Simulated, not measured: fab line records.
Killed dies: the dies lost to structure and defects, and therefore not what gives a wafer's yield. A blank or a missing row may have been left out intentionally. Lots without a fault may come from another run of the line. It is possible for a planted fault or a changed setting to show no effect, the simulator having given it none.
Matching of chambers / flow berkeley cmos170 / UCB170_V1_CMP_02 on cmp-02 has 4 sister chambers
The step polishes SiO2. 7 wafers are shown with their chamber, then 7 later ones without.

WAFERS WITH THEIR CHAMBER
wafer=L247.6; chamber=3; motor current A (A)=17.2; slurry flow ml min=149.5
wafer=L249.2; chamber=1; motor current A (A)=15.8; slurry flow ml min=149.1
wafer=L249.5; chamber=2; motor current A (A)=13.8; slurry flow ml min=150.1
wafer=L260.1; chamber=2; motor current A (A)=13.5; slurry flow ml min=150.1
wafer=L260.5; chamber=0; motor current A (A)=19.2; slurry flow ml min=150.0
wafer=L262.3; chamber=0; motor current A (A)=19.5; slurry flow ml min=150.2
wafer=L262.4; chamber=3; motor current A (A)=17.1; slurry flow ml min=149.8

WAFERS WITHOUT THEIR CHAMBER
wafer=L262.6; motor current A (A)=19.6; slurry flow ml min=149.7
wafer=L261.2; motor current A (A)=17.4; slurry flow ml min=150.0
wafer=L261.4; motor current A (A)=13.8; slurry flow ml min=149.9
wafer=L261.5; motor current A (A)=16.5; slurry flow ml min=150.0
wafer=L265.2; motor current A (A)=16.4; slurry flow ml min=150.1
wafer=L265.3; motor current A (A)=19.2; slurry flow ml min=149.6
wafer=L265.4; motor current A (A)=13.4; slurry flow ml min=150.3

WHICH CHAMBER EACH ONE RAN IN
wafer=L262.6; from the rows above=0; in truth=0
wafer=L261.2; from the rows above=3; in truth=3
wafer=L261.4; from the rows above=2; in truth=2
wafer=L261.5; from the rows above=3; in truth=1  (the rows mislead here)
wafer=L265.2; from the rows above=3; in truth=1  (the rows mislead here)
wafer=L265.3; from the rows above=0; in truth=0
wafer=L265.4; from the rows above=2; in truth=2
Placed correctly: 5 of 7. Number that these rows cannot place: 0. Placed wrongly: 2.
How it was worked out, from the rows above alone: a wafer's distance from a chamber is the root of the sum, over the readings, of the square of ((its reading less the chamber's mean) divided by the reading's scatter). If the next closest chamber is less than 2 further off than the closest, the wafer can't be placed; otherwise it belongs to the closest. For every chamber, the mean is computed from those of its wafers that are shown. How the scatter is found: for the shown wafers, subtract from each reading the mean of its chamber, square and add these, divide the total by (wafers less chambers), then take the root.
